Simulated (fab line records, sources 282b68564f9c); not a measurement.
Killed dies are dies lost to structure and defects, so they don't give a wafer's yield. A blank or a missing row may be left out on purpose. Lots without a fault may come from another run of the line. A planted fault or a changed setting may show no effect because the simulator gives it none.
A struck lot beside a sound one | flow rit_cmos | 15 steps out of a route of 202
Sound: wafers L802.1, L802.3, L802.6. Struck: wafers L816.3, L816.4, L816.6. The cause comes at the end.
At each step with rows: each side's tool, then ch and its chambers, then its first start. Under that, the readings that differ: sound wafers | struck wafers | difference of the means | sigmas: that difference in standard deviations of wafers without a fault.
alike: readings whose means differ by less than 2 such deviations, and words and numbers that are the same on both sides. not compared: withheld readings, readings that some wafer has no value for, bounds like >300 that may hide the same value, and numbers for which the record gives no deviation and whose values overlap.
The two part at a step that has a row with sigmas, a row that says differs or no value, or rows on one side only. Numbers that don't overlap but have no deviation are shown without sigmas and don't part them. A reading that every wafer of one side lacks parts them only if that side has two wafers or more.

RIT_FOX2_THK_MEAS_01:
  sound on film_metro-01, day 1 18:22; struck on film_metro-01, day 4 16:35
  alike: FOX2_OXIDE_THK
then, 2 steps without rows for these wafers: RIT_FOX2_CLEAN_02 (cleans in dHF, time 180 s); RIT_FOX2_WET_ETCH_03 (etches Si3N4 in H3PO4, target depth 195 nm, time 2700 s).
RIT_FOX2_THK_MEAS_90:
  sound on film_metro-04, day 1 19:19; struck on film_metro-04, day 4 17:28
  alike: FIELD_OXIDE_LEFT_1_THK
then, 6 steps without rows for these wafers: RIT_NWELL_HMDS_00 (prime time 60 s); RIT_NWELL_COAT_01 (resist thk 1300 nm); RIT_NWELL_SOFTBAKE_02 (time 60 s); RIT_NWELL_EXPOSE_03 (exposes mask M2, target cd 43900 nm); RIT_NWELL_PEB_04; RIT_NWELL_DEVELOP_05 (develop time 68 s).
RIT_NWELL_OVL_MEAS_06:
  sound on overlay-01, day 1 20:15; struck on overlay-02, day 4 18:31
  alike: NWELL_OVL
then, 1 step without rows for these wafers: RIT_NWELL_HARDBAKE_07 (time 120 s).
RIT_NWELL_IMPLANT_08:
  sound on implanter-02 ch 0, day 1 20:32; struck on implanter-03 ch 0, day 4 18:50
  reading                   | sound                | struck               | difference | sigmas
  beam_energy_keV           | 169.97 170.02 170.02 | 162.75 162.70 162.72 | -7.28      | -99 or more
  model.implant.rp_nm (nm)  | 212.6 212.6 212.6    | 199.3 199.3 199.3    | -13.3      |
  model.implant.drp_nm (nm) | 68.82 68.82 68.82    | 66.65 66.65 66.65    | -2.17      |
RIT_NWELL_STRIP_09: strips in O2, time 180 s.
  sound on plasma_asher-01 ch 0,1, day 1 20:41; struck on plasma_asher-01 ch 0,1, day 4 19:00
  reading             | sound          | struck         | difference | sigmas
  o2_flow_sccm (sccm) | 4026 4032 4015 | 3996 3993 4009 | -25        | -2
  alike: drypump_motor_current_A, rf_refl_power_W
  not compared: rf_hours_counter_h
RIT_M1_PROBE_99:
  sound on prober-02, day 3 08:21; struck on prober-02, day 6 08:57
  reading                      | sound                | struck               | difference | sigmas
  model.etest.field_p.vt_v (V) | -12.61 -12.61 -12.66 | -11.98 -11.96 -11.87 | +0.69      |
  alike: killed_at_contacts, killed_at_front_end, killed_dies, killed_on_rim, killed_open, killed_short

WHERE THEY PART
First at RIT_NWELL_IMPLANT_08; last, within this record, at RIT_NWELL_STRIP_09. Later steps at which nothing parts them and some readings are alike: RIT_M1_PROBE_99.

WHY: what the simulator had put in
Process parameter drift: implanter-03, from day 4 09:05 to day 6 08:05, at RIT_NWELL_IMPLANT_08. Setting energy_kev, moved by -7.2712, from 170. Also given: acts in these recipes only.
